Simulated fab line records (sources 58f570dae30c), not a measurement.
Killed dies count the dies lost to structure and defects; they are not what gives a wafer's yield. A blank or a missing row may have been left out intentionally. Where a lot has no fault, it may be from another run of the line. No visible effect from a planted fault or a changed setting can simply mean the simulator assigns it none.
A struck lot beside a sound one | flow berkeley cmos170 | 14 out of 331 route steps
Sound: the wafers L567.1, L567.4, L567.5. Struck: wafers L579.2, L579.5, L579.6. The cause is given at the end.
Order at every step that has rows: each side's tool, ch and its chambers, its first start. Under that, the readings that differ: sound wafers | struck wafers | difference of the means | sigmas: that difference in standard deviations of wafers without a fault.
alike: readings whose means differ by less than 2 such deviations, and words and numbers that are the same on both sides. not compared: withheld readings, readings that some wafer has no value for, bounds like >300 that may hide the same value, and numbers for which the record gives no deviation and whose values overlap.
The two part at a step that has a row with sigmas, a row that says differs or no value, or rows on one side only. Numbers that have no deviation but don't overlap get no sigmas and don't part them. Lack of a reading on every wafer of one side parts them only where that side has two or more wafers.

first, 1 step without rows for these wafers: UCB170_PSD_DEVELOP_05 (develop time 45 s).
UCB170_PSD_CD_MEAS_06: target cd 1200 nm.
  struck on cd sem-01, day 12 12:16; sound on cd sem-01, day 9 22:44
  alike: cd nm
UCB170_PSD_OVL_MEAS_07:
  struck on overlay-02, day 12 12:23; sound on overlay-01, day 9 22:52
  alike: PSD_OVL
then, 1 step without rows for these wafers: UCB170_PSD_IMPLANT_08.
UCB170_PSD_STRIP_09: strips in O2.
  sound on plasma asher-03 ch 0,1, day 9 23:03; struck on plasma asher-02 ch 0,1, day 12 12:34
  alike: drypump motor current A, oes product au, strip time to endpoint s
  not compared: rf hours counter h
UCB170_PSD_TW_MEAS_10:
  struck on film metro-03, day 12 12:40; sound on film metro-01, day 9 23:09
  alike: PSD_TW
then, 6 steps without rows for these wafers: UCB170_PSD_CLEAN_11 (cleans in SPM, time 600 s); UCB170_NSD_HMDS_00 (prime time 60 s); UCB170_NSD_COAT_01 (resist thk 900 nm); UCB170_NSD_SOFTBAKE_02 (time 60 s); UCB170_NSD_EXPOSE_03 (exposes mask NSELECT MOD, target cd 1200 nm); UCB170_NSD_PEB_04.
UCB170_NSD_DEVELOP_05: develop time 45 s.
  struck on litho track-02, day 12 13:00; sound on litho track-01 ch 0, day 10 00:00
  no value came back on the struck wafers for chill plate temp C (C), develop time s (s), exhaust pa (Pa); on the sound wafers chill plate temp C (C) reads 23.05 22.95 22.98
  reading                              | sound             | struck            | difference | sigmas
  model.KrF_of_NSD_COAT_01.thk nm (nm) | 889.4 890.1 887.9 | 899.4 898.5 899.8 | +10.1      |
UCB170_NSD_CD_MEAS_06: target cd 1200 nm.
  struck on cd sem-02, day 12 14:05; sound on cd sem-01, day 10 01:02
  reading    | sound                | struck | difference                    | sigmas
  cd nm (nm) | 1197.2 1198.5 1199.4 | - - -  | no value on the struck wafers |

== WHERE THEY PART ==
Last at UCB170_NSD_CD_MEAS_06 as far as this record goes, first at UCB170_NSD_DEVELOP_05.

WHY: whatever the simulator had introduced
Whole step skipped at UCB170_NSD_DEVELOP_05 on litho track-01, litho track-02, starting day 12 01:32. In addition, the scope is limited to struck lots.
